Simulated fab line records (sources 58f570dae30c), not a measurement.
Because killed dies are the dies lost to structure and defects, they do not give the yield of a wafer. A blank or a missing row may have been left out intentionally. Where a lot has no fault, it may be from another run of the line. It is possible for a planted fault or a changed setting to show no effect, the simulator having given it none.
Comparing a struck lot with a sound one | flow berkeley cmos170 | 16 steps out of a route of 331
Sound: wafers L808.2, L808.4, L808.6. Wafers struck: L816.3, L816.4, L816.5. At the end, the cause is stated.
Per side, at each step with rows, come the tool, then ch with its chambers, and then its first start. Under that, the readings that differ: sound wafers | struck wafers | difference of the means | sigmas: that difference in standard deviations of wafers without a fault.
alike: readings whose means differ by less than 2 such deviations, and words and numbers that are the same on both sides. not compared: withheld readings, readings that some wafer has no value for, bounds like >300 that may hide the same value, and numbers for which the record gives no deviation and whose values overlap.
Wherever a step has rows on one side only, a row that says differs or no value, or a row with sigmas, the two part there. When numbers do not overlap yet have no deviation, they are printed without sigmas and do not part them. A reading missing from all wafers of one side parts the sides only when that side holds two or more wafers.

first, 1 step without rows for these wafers: UCB170_START_OXIDATION_02 (target thk 20 nm, ox time 1800 s).
UCB170_START_THK_MEAS_03:
  sound on film metro-01 at day 1 21:55; struck on film metro-02 at day 3 18:30
  alike: START_OXIDE_THK
then, 7 steps without rows for these wafers: UCB170_START_ANNEAL_04 (time 1200 s); UCB170_ZERO_HMDS_00 (prime time 60 s); UCB170_ZERO_COAT_01 (resist thk 900 nm); UCB170_ZERO_SOFTBAKE_02 (time 60 s); UCB170_ZERO_EXPOSE_03 (exposes mask PM MARKS, target cd 4000 nm); UCB170_ZERO_PEB_04; UCB170_ZERO_DEVELOP_05 (develop time 45 s).
UCB170_ZERO_ETCH_06: etches SiO2 in CHF3/CF4/Ar, time 12 s.
  sound on rie diel-01 ch 0,1, day 2 04:08; struck on rie diel-01 ch 0,3, day 4 02:58
  alike: drypump motor current A, oes product au, throttle valve pct
  not compared: rf hours counter h
UCB170_ZERO_STRIP_07: strips in O2.
  sound on plasma asher-02 ch 0,1, day 2 04:09; struck on plasma asher-03 ch 0,1, day 4 03:01
  alike: drypump motor current A, oes product au, strip time to endpoint s
  not compared: rf hours counter h
then, 1 step without rows for these wafers: UCB170_NWELL_WET_ETCH_00 (etches SiO2 in dHF, time 200 s).
UCB170_NWELL_OXIDATION_01: target thk 26.4 nm, ox time 1260 s.
  sound on furnace-01 ch 0, day 2 09:09; struck on furnace-01 ch 0, day 4 07:49
  reading                                      | sound                | struck               | difference | sigmas
  spike tc centre C (C)                        | 1002.6 1002.8 1003.7 | 1018.8 1019.2 1017.2 | +15.4      | +14
  spike tc load C (C)                          | 1025.1 1024.6 1024.8 | 1041.4 1041.8 1041.3 | +16.7      | +9
  spike tc source C (C)                        | 1031 1030 1030       | 1045 1045 1042       | +14        | +3
  tube center temp C (C)                       | 1000 999.98 999.91   | 1015.3 1015.3 1015.2 | +15.3      | +99 or more
  tube_center_temp_C_max                       | 1002.2 1002.6 1002.8 | 1017.6 1017.9 1017.3 | +15.1      | +33
  model.SiO2_of_NWELL_OXIDATION_01.thk nm (nm) | 25.78 26.16 25.52    | 29.94 30.11 29.83    | +4.14      |
UCB170_NWELL_THK_MEAS_02:
  sound on film metro-01 at day 2 10:31; struck on film metro-01 at day 4 09:11
  reading              | sound          | struck         | difference | sigmas
  NWELL_OXIDE_THK (nm) | 25.8 26.2 25.5 | 30.0 30.1 29.9 | +4.2       | +8
then, 1 step without rows for these wafers: UCB170_NWELL_ANNEAL_03 (time 900 s).
-- the record jumps here: 7 days lie between the struck wafers' starts before and after (it left off in module NWELL and takes up again in module M3, whose first step shown is number 331 of the route) --
UCB170_M3_PROBE_99:
  the record has rows for the struck wafers here (prober-02, day 11 08:29) and none for the sound ones

## WHERE THEY PART
Earliest at UCB170_NWELL_OXIDATION_01; latest, in this record, at UCB170_M3_PROBE_99.

WHY: whatever the simulator had introduced
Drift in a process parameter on furnace-01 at UCB170_NWELL_OXIDATION_01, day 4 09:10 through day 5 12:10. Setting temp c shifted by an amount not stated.
